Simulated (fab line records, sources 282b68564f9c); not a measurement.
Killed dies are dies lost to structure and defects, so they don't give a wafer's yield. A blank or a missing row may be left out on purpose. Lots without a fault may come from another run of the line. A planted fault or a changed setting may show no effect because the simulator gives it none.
fab line records | flow rit_cmos
record lots=6 wafers=18 last_day=6
route steps=202 shown NSD@135 PSD@142 M1@202
lots that met no fault: from a run of the same line without faults
start_h: hours from the record's first day to the start of the lot's first wafer shown | wait_h: hours since the lot's step before | " the same as in the row above | L1.1+2: a row that stands for several wafers | - no value, or no start given | * or withheld: withheld | < > ~ a bound
route shown NAME@n: a module of which the file shows steps, and the number in the route of the first | usual: mean/standard deviation of fault-free wafers | same: alike in all rows | chamber/n: place in a boat | sites: the reading at each site | _std_site: their standard deviation | _edge_site: outer sites' mean less inner sites' | radius_mm: how far each site lies from the wafer's centre | mask NAME#n: copy n | behind: the tool/chamber that last shaped the wafer | hold: why the lot was held/for how many hours/how that ended | device: the transistor (n, p or np) that didn't switch | end of line: the same wafers' tests at the end of the route | a step without rows: its recipe alone | killed: dies lost to structure and defects at the first sort, not the wafer's yield | map: a wafer's dies, x killed, . not, _ none there
set.NAME: the setting as run; set.NAME@STEP: as run at that earlier step | model.NAME: the simulator's own value behind a step, which no gauge read
lots at some steps of the route; a table a step, a row a wafer
services: from which hour (start_h, from the record's first day; less than 0 if before it) a tool's chamber was out of use, for how many hours, and why
## steps
# step RIT_NSD_PEB_04
# recipe resist=NOVOLAK temp_c=withheld time_s=withheld
# step RIT_NSD_DEVELOP_05
# recipe resist=NOVOLAK develop_time_s=50 dev_temp_c=23
# step RIT_NSD_OVL_MEAS_06
# usual NSD_OVL=0.2/1.5
# columns lot.wafer tool chamber start_h wait_h NSD_OVL[nm]
L448.1 overlay-02 - 62.24 - 0.7
L448.3 " - " " 1.3
L448.6 " - " " -0.4
L450.2 overlay-02 - 73.12 - -2.3
L450.3 " - " " -2.3
L450.5 " - " " 1.4
L455.4 overlay-02 - 99.88 - 2.5
L455.5 " - " " 1.1
L455.6 " - " " -1.2
L459.1 overlay-02 - 114.04 - 0.6
L459.5 " - " " 1.1
L459.6 " - " " 0.3
L460.1 overlay-01 - 121.31 - -0.5
L460.3 " - " " 0.9
L460.5 " - " " -1.0
L462.2 overlay-02 - 128.72 - 2.0
L462.4 " - " " -0.8
L462.5 " - " " -1.8
# step RIT_NSD_HARDBAKE_07
# recipe resist=NOVOLAK temp_c=140 time_s=60
# step RIT_NSD_IMPLANT_08
# recipe species=P energy_kev=25 dose_cm2=1e+15 tilt_deg=7
# step RIT_NSD_STRIP_09
# recipe chemistry=O2 time_s=180 resist=NOVOLAK platen_temp_c=withheld power_w=500 pressure_mtorr=4000 o2_flow_sccm=4000
# usual drypump_motor_current_A=5.8/0.61
# columns lot.wafer tool chamber start_h wait_h drypump_motor_current_A rf_hours_counter_h
L448.1 plasma_asher-03 0 62.57 0.1 5.1 42
L448.3 " 1 " " 5.1 -
L448.6 " 0 " " 5.2 -
L450.2 plasma_asher-03 0 73.45 0.1 5.1 43
L450.3 " 0 " " 5.2 -
L450.5 " 1 " " 5.1 -
L455.4 plasma_asher-02 1 100.25 0.1 5.4 -
L455.5 " 1 " " 5.4 -
L455.6 " 0 " " 5.5 -
L459.1 plasma_asher-04 1 114.38 0.1 6.9 49
L459.5 " 0 " " 5.8 -
L459.6 " 1 " " 6.8 -
L460.1 plasma_asher-03 1 121.65 0.1 5.1 0
L460.3 " 0 " " 5.2 -
L460.5 " 0 " " 5.1 -
L462.2 plasma_asher-04 1 129.05 0.1 6.8 51
L462.4 " 0 " " 5.8 -
L462.5 " 0 " " 5.8 -
# step RIT_NSD_TW_MEAS_10
# usual NSD_TW=3129/22
# columns lot.wafer tool chamber start_h wait_h NSD_TW
L448.1 film_metro-02 - 62.75 0.1 3095
L448.3 " - " " 3104
L448.6 " - " " 3090
L450.2 film_metro-04 - 73.64 0.1 3169
L450.3 " - " " 3172
L450.5 " - " " 3167
L455.4 film_metro-02 - 100.40 0.1 3096
L455.5 " - " " 3110
L455.6 " - " " 3094
L459.1 film_metro-03 - 114.55 0.1 3118
L459.5 " - " " 3116
L459.6 " - " " 3115
L460.1 film_metro-02 - 121.82 0.1 3101
L460.3 " - " " 3089
L460.5 " - " " 3105
L462.2 film_metro-03 - 129.23 0.1 3115
L462.4 " - " " 3127
L462.5 " - " " 3122
# step RIT_PSD_HMDS_00
# recipe prime_time_s=60 prime_temp_c=140
# step RIT_PSD_COAT_01
# recipe resist=NOVOLAK spin_rpm=3294 resist_thk_nm=1000
# step RIT_PSD_SOFTBAKE_02
# recipe resist=NOVOLAK temp_c=90 time_s=60
# step RIT_PSD_EXPOSE_03
# recipe mask_id=M10 na=0.57 target_cd_nm=40900 dose_mj=250
# step RIT_PSD_PEB_04
# recipe resist=NOVOLAK temp_c=withheld time_s=withheld
# step RIT_PSD_DEVELOP_05
# recipe resist=NOVOLAK develop_time_s=50 dev_temp_c=23
# usual developer_temp_C=23.01/0.12
# columns lot.wafer tool chamber start_h wait_h developer_temp_C
L448.1 litho_track-04 0 63 - 22.85
L448.3 " 0 " " 23.01
L448.6 " 0 " " 23.03
L450.2 litho_track-01 0 74 - 22.82
L450.3 " 0 " " 22.82
L450.5 " 0 " " 22.92
L455.4 litho_track-01 0 101 - 23.96
L455.5 " 0 " " 23.82
L455.6 " 0 " " 23.84
L459.1 litho_track-01 0 115 - 23.89
L459.5 " 0 " " 23.86
L459.6 " 0 " " 23.87
L460.1 litho_track-02 0 122 - 23.09
L460.3 " 0 " " 23.11
L460.5 " 0 " " 23.18
L462.2 litho_track-04 0 130 - 23.12
L462.4 " 0 " " 23.00
L462.5 " 0 " " 23.01
# step RIT_PSD_OVL_MEAS_06
# usual PSD_OVL=-1.0/1.4
# columns lot.wafer tool chamber start_h wait_h PSD_OVL[nm]
L448.1 overlay-01 - 63.66 - -1.8
L448.3 " - " " -2.2
L448.6 " - " " -1.6
L450.2 overlay-02 - 74.54 - -1.4
L450.3 " - " " -1.9
L450.5 " - " " 0.0
L455.4 overlay-01 - 101.45 - -0.7
L455.5 " - " " -1.5
L455.6 " - " " -0.9
L459.1 overlay-01 - 115.68 - 1.9
L459.5 " - " " 1.2
L459.6 " - " " 1.8
L460.1 overlay-01 - 122.81 - -0.4
L460.3 " - " " -2.5
L460.5 " - " " -2.9
L462.2 overlay-02 - 130.26 - -2.5
L462.4 " - " " 0.6
L462.5 " - " " -0.7
# step RIT_M1_PROBE_99
# usual killed_at_contacts=0.0/0.16 killed_at_front_end=7.1/2.7 killed_dies=7.2/2.7 killed_open=3.5/1.9 killed_short=3.6/1.9
# same gross_dies=264 killed_at_M0_to_M3=0 killed_at_M4_up=0 killed_at_back_side=0 killed_at_other=0
# columns lot.wafer tool chamber start_h wait_h killed_at_contacts killed_at_front_end killed_dies killed_open killed_short
L448.1 prober-02 - 72.23 0.1 0 7 7 2 5
L448.3 prober-02 - 72.33 0.2 0 5 5 0 5
L448.6 prober-02 - 72.48 0.2 0 4 4 1 3
L450.2 prober-02 - 83.01 0.1 0 1 1 0 1
L450.3 prober-02 - 83.06 0.2 0 7 7 5 2
L450.5 prober-02 - 83.16 0.2 0 7 7 3 4
L455.4 prober-01 - 110.24 0.2 0 7 7 3 4
L455.5 prober-01 - 110.29 0.2 0 10 10 5 5
L455.6 prober-01 - 110.34 0.2 1 3 4 1 3
L459.1 prober-01 - 124.62 0.1 0 4 4 1 3
L459.5 prober-01 - 124.82 0.2 0 3 3 1 2
L459.6 prober-01 - 124.87 0.2 0 2 2 1 1
L460.1 prober-02 - 131.42 0.1 0 8 8 6 2
L460.3 prober-02 - 131.52 0.2 0 6 6 3 3
L460.5 prober-02 - 131.62 0.2 0 6 6 3 3
L462.2 prober-02 - 138.87 0.1 0 7 7 2 5
L462.4 prober-02 - 138.97 0.2 0 10 10 4 6
L462.5 prober-02 - 139.02 0.2 1 9 10 5 5
# killed by level:class
L448.1 GATE:geometric_particle:short=2 SPACER:geometric_particle:short=2 FOX2:geometric_particle:open=1 GATE:geometric_particle:open=1 REOX:geometric_particle:short=1
L448.3 GATE:geometric_particle:short=2 FOX1:geometric_particle:short=1 FOX2:geometric_particle:short=1 SILICIDE:geometric_particle:short=1
L448.6 FOX2:geometric_particle:short=1 GATE:geometric_particle:short=1 REOX:geometric_particle:open=1 SILICIDE:geometric_particle:short=1
L450.2 SILICIDE:geometric_particle:short=1
L450.3 FOX1:geometric_particle:open=2 FOX1:geometric_particle:short=1 FOX2:geometric_particle:open=1 REOX:geometric_particle:open=1 REOX:geometric_particle:short=1 SILICIDE:geometric_particle:open=1
L450.5 FOX1:geometric_particle:short=2 FOX2:geometric_particle:short=1 GATE:geometric_particle:open=1 FOX2:geometric_particle:open=1 GATE:geometric_particle:short=1 SPACER:geometric_particle:open=1
L455.4 SPACER:geometric_particle:short=2 FOX1:geometric_particle:open=1 GATE:geometric_particle:open=1 GATE:geometric_particle:short=1 REOX:geometric_particle:open=1 REOX:geometric_particle:short=1
L455.5 GATE:geometric_particle:short=4 GATE:geometric_particle:open=3 FOX1:geometric_particle:open=2 SPACER:geometric_particle:short=1
L455.6 GATE:geometric_particle:short=1 GATE:geometric_particle:open=1 REOX:geometric_particle:short=1 CONTACT:geometric_particle:short=1
L459.1 FOX1:geometric_particle:short=1 GATE:geometric_particle:short=1 SPACER:geometric_particle:open=1 SILICIDE:geometric_particle:short=1
L459.5 FOX2:geometric_particle:short=1 GATE:geometric_particle:short=1 GATE:geometric_particle:open=1
L459.6 GATE:geometric_particle:short=1 REOX:geometric_particle:open=1
L460.1 GATE:geometric_particle:open=4 GATE:geometric_particle:short=1 REOX:geometric_particle:open=1 SPACER:geometric_particle:open=1 SILICIDE:geometric_particle:short=1
L460.3 GATE:geometric_particle:open=1 REOX:geometric_particle:open=1 REOX:geometric_particle:short=1 SPACER:geometric_particle:open=1 SPACER:geometric_particle:short=1 SILICIDE:geometric_particle:short=1
L460.5 SPACER:geometric_particle:open=2 GATE:geometric_particle:short=1 REOX:geometric_particle:short=1 SPACER:geometric_particle:short=1 SILICIDE:geometric_particle:open=1
L462.2 REOX:geometric_particle:short=2 FOX1:geometric_particle:short=1 FOX2:geometric_particle:short=1 GATE:geometric_particle:short=1 REOX:geometric_particle:open=1 SILICIDE:geometric_particle:open=1
L462.4 GATE:geometric_particle:short=4 GATE:geometric_particle:open=3 SPACER:geometric_particle:short=1 SILICIDE:geometric_particle:short=1 SILICIDE:geometric_particle:open=1
L462.5 GATE:geometric_particle:short=2 REOX:geometric_particle:open=2 FOX1:geometric_particle:open=1 FOX1:geometric_particle:short=1 FOX2:geometric_particle:short=1 SILICIDE:geometric_particle:open=1 SILICIDE:geometric_particle:short=1 CONTACT:geometric_particle:open=1
## services
# columns tool chamber start_h hours kind
plasma_asher-02 - 41.58 7.8 repair
plasma_asher-03 - 108.75 9.0 pm
plasma_asher-03 0 108.75 9.0 vent_cycle
plasma_asher-03 1 108.75 9.0 vent_cycle
plasma_asher-02 - 109.58 2.8 pm
plasma_asher-03 0 117.75 - clean
plasma_asher-03 1 117.75 - clean
## key
first_sign step=RIT_PSD_DEVELOP_05 reading=developer_temp_C direction=up sigmas=7.5 usual=* struck=*
effect none on later readings
met_at RIT_PSD_DEVELOP_05
struck_wafers L455.4,L455.5,L455.6,L459.1,L459.5,L459.6
tester_left_out L455,L459
onset_between 74 101
fault kind=process_parameter_drift tool=litho_track-01 chamber=- onset_h=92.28 steps=RIT_PSD_DEVELOP_05 channel=dev_temp_c offset=* shape=step end_h=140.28 acts_in=* stated=*
# tester_left_out: of these lots the tester's yield and bins aren't shown, on N5 and GAA mostly nor the transistor test; their killed dies are dies lost to structure and defects alone, not to doping, threshold or leakage, so they don't give the yield
